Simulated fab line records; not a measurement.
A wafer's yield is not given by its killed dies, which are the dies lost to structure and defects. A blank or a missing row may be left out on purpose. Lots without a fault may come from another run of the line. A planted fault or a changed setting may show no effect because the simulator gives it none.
Which tool did it?    flow berkeley cmos170    Sampling: 13 lots, 39 wafers, 4 of 331 route steps

## WHAT THE GAUGES SHOWED, per wafer
UCB170_PSD_CD_MEAS_06 targets a cd of 1200 nm. Usual: cd nm 1200.1 nm, standard deviation 1.5.
lot   measured      on         cd nm (nm)            flag
L239  day 6 06:16   cd sem-02  1199.6 1200.4 1199.5  
L240  day 6 19:49   cd sem-02  1198.4 1199.4 1198.5  
L242  day 7 21:29   cd sem-02  1201.6 1203.1 1200.8  
L249  day 8 14:26   cd sem-02  1200.8 1200.5 1200.5  
L247  day 8 14:34   cd sem-01  1203.2 1201.8 1202.7  
L248  day 8 14:48   cd sem-02  1196.8 1197.3 1198.4  
L250  day 9 05:55   cd sem-02  1198.1 1198.8 1199.5  
L254  day 9 18:18   cd sem-01  1200.4 1199.9 1200.9  
L253  day 9 18:41   cd sem-02  1199.3 1199.2 1198.5  
L258  day 10 08:25  cd sem-01  1199.6 1200.5 1200.1  
L257  day 10 08:43  cd sem-01  1201.2 1202.1 1201.6  
L259  day 10 11:52  cd sem-01  1198.2 1199.0 1197.6  
L260  day 11 06:14  cd sem-02  1199.6 1200.7 1201.5  

UCB170_V2_BOW_MEAS_03. Usual: V2_BOW gives 37 um (standard deviation 7.3).
lot   measured      on             V2_BOW (um)  flag
L239  day 7 10:14   film metro-01  44 39 25     
L240  day 7 20:10   film metro-02  25 24 33     
L242  day 8 20:55   film metro-04  34 34 30     
L249  day 9 13:40   film metro-04  44 34 42     
L247  day 9 13:36   film metro-02  37 47 41     
L248  day 9 17:22   film metro-01  30 33 51     
L250  day 10 08:17  film metro-01  34 49 30     
L254  day 10 19:58  film metro-01  34 21 35     
L253  day 10 19:40  film metro-02  44 34 35     
L258  day 11 06:16  film metro-02  33 32 36     
L257  day 11 14:11  film metro-01  26 46 28     
L259  day 11 14:25  film metro-02  38 23 41     
L260  day 12 09:44  film metro-01  44 33 37     

## TOOL THAT RAN EACH LOT (tool first, then ch and the chambers of the sampled wafers, then the start)
lot   UCB170_M1_METAL_ETCH_12            UCB170_V1_CVD_00
L239  rie metal-03 ch 0,1, day 6 19:39   pecvd-01 ch 0,2, day 7 02:52
L240  rie metal-01 ch 0,1, day 7 07:40   pecvd-03 ch 1,2, day 7 13:58
L242  rie metal-03 ch 0,1, day 8 08:28   pecvd-03 ch 0,1,2, day 8 13:35
L249  rie metal-03 ch 0,1, day 9 04:27   pecvd-04 ch 0,1,2, day 9 06:55
L247  rie metal-01 ch 0,1, day 9 04:48   pecvd-01 ch 1,2, day 9 06:55
L248  rie metal-03 ch 0,1, day 9 05:23   pecvd-03 ch 0,1,2, day 9 11:41
L250  rie metal-03 ch 0,1, day 9 18:14   pecvd-04 ch 0,1,2, day 9 20:44
L254  rie metal-04 ch 0,1, day 10 09:52  pecvd-03 ch 0,1,2, day 10 13:15
L253  rie metal-01 ch 0,1, day 10 09:41  pecvd-01 ch 1,2, day 10 13:15
L258  rie metal-01 ch 0,1, day 10 19:52  pecvd-03 ch 1,2, day 11 00:47
L257  rie metal-04 ch 0,1, day 10 23:21  pecvd-04 ch 0,1,2, day 11 06:32
L259  rie metal-01 ch 0,1, day 10 23:31  pecvd-01 ch 0,1, day 11 06:32
L260  rie metal-01 ch 0,1, day 11 22:07  pecvd-01 ch 0,1,2, day 12 02:17
- UCB170_M1_METAL_ETCH_12: etches Al in Cl2/BCl3, stops on PSG, target depth 780 nm, time 130 s.
- UCB170_V1_CVD_00: deposits SiO2 from TEOS/O2, target thk 2000 nm, time 250 s.

## AS READ BY THE TOOLS THEMSELVES (means over the sampled wafers that have a number; for cases with no such wafer, the mark the record gives instead)
UCB170_M1_METAL_ETCH_12. Usual: drypump motor current A 5.6 A, standard deviation 0.38; oes product au 0.860 a.u., standard deviation 0.012; rf fwd power W 597.5 W, standard deviation 1.7; throttle valve pct 24.43 %, standard deviation 0.17.
lot   tool          drypump motor current A (A)  oes product au (a.u.)  rf fwd power W (W)  throttle valve pct (%)  flag
L239  rie metal-03  5.3                          0.864                  594.9               24.41                   
L240  rie metal-01  5.7                          0.866                  597.6               24.47                   
L242  rie metal-03  5.3                          0.861                  597.1               24.41                   
L249  rie metal-03  5.3                          0.861                  573.2               24.40                   OFF
L247  rie metal-01  6.0                          0.853                  596.5               24.57                   
L248  rie metal-03  5.4                          0.861                  550.4               24.31                   OFF
L250  rie metal-03  5.3                          0.869                  574.2               24.39                   OFF
L254  rie metal-04  5.8                          0.861                  600.0               24.38                   
L253  rie metal-01  5.7                          0.862                  595.4               24.48                   
L258  rie metal-01  6.0                          0.867                  597.8               24.56                   
L257  rie metal-04  5.7                          0.868                  598.3               24.45                   
L259  rie metal-01  5.9                          0.858                  597.6               24.57                   
L260  rie metal-01  5.9                          0.869                  596.4               24.57                   

UCB170_V1_CVD_00. Usual: heater power w 258 W, standard deviation 54.
lot   tool      heater power w (W)  flag
L239  pecvd-01  286                 
L240  pecvd-03  261                 
L242  pecvd-03  260                 
L249  pecvd-04  253                 
L247  pecvd-01  281                 
L248  pecvd-03  224                 
L250  pecvd-04  263                 
L254  pecvd-03  243                 
L253  pecvd-01  276                 
L258  pecvd-03  248                 
L257  pecvd-04  254                 
L259  pecvd-01  267                 
L260  pecvd-01  298                 

## THE ANSWER, worked out from the rows above alone
Rule: a lot is off if the mean of its wafers that have a number lies more than 3 standard deviations from the usual mean. A lot without any number at a reading at which 4 lots or more have one is off too. Where the step has rows for the other lots, those lots are counted as sound. The gauges are gone through in route order, then the tools' own readings, and for those a lot's mean is taken as printed above. At the first step where some lot is off, the reading lying furthest off is the one used; lots without a number count as furthest.
Off: L249, L248, L250, at UCB170_M1_METAL_ETCH_12 (rf fwd power W).
A tool fits if, at that step or a process step before it, it ran every lot that is off, and no sound lot after the first of them. One fits: rie metal-03 at UCB170_M1_METAL_ETCH_12. A fault onset in the window from L242 (day 8 08:28, its last sound lot) to L249 (day 9 04:27, its first lot off) fits.
The tool's own readings at UCB170_M1_METAL_ETCH_12 bear it out: on the lots that are off they differ by more than 5 times the standard deviation of the sound lots' means. rf fwd power W reads 565.9 W there against 597.2 W on the sound lots.

## WHAT THE SIMULATOR PUT IN
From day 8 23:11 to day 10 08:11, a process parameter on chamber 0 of rie metal-03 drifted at UCB170_M1_METAL_ETCH_12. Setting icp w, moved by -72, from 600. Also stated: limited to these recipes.
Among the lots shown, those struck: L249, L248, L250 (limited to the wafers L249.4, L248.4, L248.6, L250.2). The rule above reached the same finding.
